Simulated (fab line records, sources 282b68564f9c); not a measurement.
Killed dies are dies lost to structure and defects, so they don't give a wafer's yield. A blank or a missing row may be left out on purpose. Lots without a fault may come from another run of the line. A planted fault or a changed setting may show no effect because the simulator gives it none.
Which tool did it? | flow rit_cmos | 14 lots, 42 wafers sampled, at 2 steps of a route of 202

WHAT THE GAUGES READ, wafer by wafer
The record holds no reading of a measuring or inspecting step that can be judged against a usual standard deviation.

WHICH TOOL RAN EACH LOT (tool, then ch and the chambers of the sampled wafers, then the start)
lot  | RIT_M1_DEVELOP_08                | RIT_M1_PROBE_99
L508 | litho_track-04 ch 0, day 3 10:00 | -
L509 | litho_track-02 ch 0, day 3 15:00 | -
L510 | litho_track-04 ch 0, day 3 20:00 | -
L511 | litho_track-02 ch 0, day 4 02:00 | -
L512 | litho_track-02 ch 0, day 4 10:00 | -
L515 | litho_track-02 ch 0, day 4 22:00 | prober-02, day 5 01:04
L521 | litho_track-01 ch 0, day 6 09:00 | prober-02, day 6 12:10
L523 | litho_track-01 ch 0, day 6 17:00 | -
L522 | litho_track-01 ch 0, day 6 18:00 | -
L526 | litho_track-02 ch 0, day 7 18:00 | prober-01, day 7 21:46
L527 | litho_track-01 ch 0, day 8 02:00 | -
L528 | litho_track-04 ch 0, day 8 02:00 | -
L531 | litho_track-02 ch 0, day 8 20:00 | -
L530 | litho_track-02 ch 0, day 8 20:00 | -
- RIT_M1_DEVELOP_08: develop time 68 s.
- RIT_M1_PROBE_99

WHAT THE TOOLS THEMSELVES READ (means of the sampled wafers that have a number; where no wafer has one, the mark that the record gives instead)
RIT_M1_DEVELOP_08. Usual: developer_temp_C 23.01 C, standard deviation 0.11; resist_line_temp_C 22.99 C, standard deviation 0.12.
lot  | tool           | developer_temp_C (C) | resist_line_temp_C (C) | flag
L508 | litho_track-04 | 23.09                | 23.15                  |
L509 | litho_track-02 | 22.92                | 23.02                  |
L510 | litho_track-04 | 22.92                | 22.96                  |
L511 | litho_track-02 | 22.99                | 23.06                  |
L512 | litho_track-02 | 22.34                | 22.98                  | OFF
L515 | litho_track-02 | 22.13                | 22.94                  | OFF
L521 | litho_track-01 | 23.12                | 22.81                  |
L523 | litho_track-01 | 22.96                | 23.14                  |
L522 | litho_track-01 | 23.01                | 22.94                  |
L526 | litho_track-02 | 22.97                | 22.97                  |
L527 | litho_track-01 | 23.19                | 22.95                  |
L528 | litho_track-04 | 22.96                | 22.83                  |
L531 | litho_track-02 | 22.94                | 23.00                  |
L530 | litho_track-02 | 23.00                | 23.05                  |

RIT_M1_PROBE_99. Usual: defect_limited_yield 97.2 %, standard deviation 1.2; killed_at_contacts 0.1, standard deviation 0.27; killed_at_front_end 7, standard deviation 3.1; killed_dies 7, standard deviation 3.2; killed_open 3.8, standard deviation 2.1; killed_short 3.6, standard deviation 2; sort_bin_3_pad_short 0.1 %, standard deviation 0.22; sort_bin_5_function 1.7 %, standard deviation 0.8; sort_bin_6_memory 1.0 %, standard deviation 0.64; sort_n_pass 257, standard deviation 3.2; sort_yield_pct 97.2 %, standard deviation 1.2.
lot  | tool      | defect_limited_yield (%) | killed_at_contacts | killed_at_front_end | killed_dies | killed_open | killed_short | sort_bin_3_pad_short (%) | sort_bin_5_function (%) | sort_bin_6_memory (%) | sort_n_pass | sort_yield_pct (%) | flag
L515 | prober-02 | 97.3                     | 0.0                | 7                   | 7           | 4.0         | 3.0          | 0.1                      | 1.4                     | 1.1                   | 257         | 97.3               |
L521 | prober-02 | 98.9                     | 0.0                | 3                   | 3           | 1.7         | 1.3          | 0.0                      | 0.7                     | 0.5                   | 261         | 98.9               |
L526 | prober-01 | 97.6                     | 0.7                | 6                   | 6           | 3.0         | 3.3          | 0.4                      | 1.2                     | 0.8                   | 258         | 97.6               |

THE ANSWER, worked out from the rows above alone
Rule: a lot is off if the mean of its wafers that have a number lies more than 3 standard deviations from the usual mean. A lot without any number at a reading at which 4 lots or more have one is off too. The other lots that the step has rows for count as sound. The gauges are gone through in route order, then the tools' own readings, and for those a lot's mean is taken as printed above. The first step at which some lot is off is used, and at that step the reading that is off furthest; a lot without a number counts as furthest.
Off: L512, L515, at RIT_M1_DEVELOP_08 (developer_temp_C).
A tool fits if, at that step or a process step before it, it ran every lot that is off, and no sound lot after the first of them. None of those tried fits.

WHAT THE SIMULATOR HAD PUT IN
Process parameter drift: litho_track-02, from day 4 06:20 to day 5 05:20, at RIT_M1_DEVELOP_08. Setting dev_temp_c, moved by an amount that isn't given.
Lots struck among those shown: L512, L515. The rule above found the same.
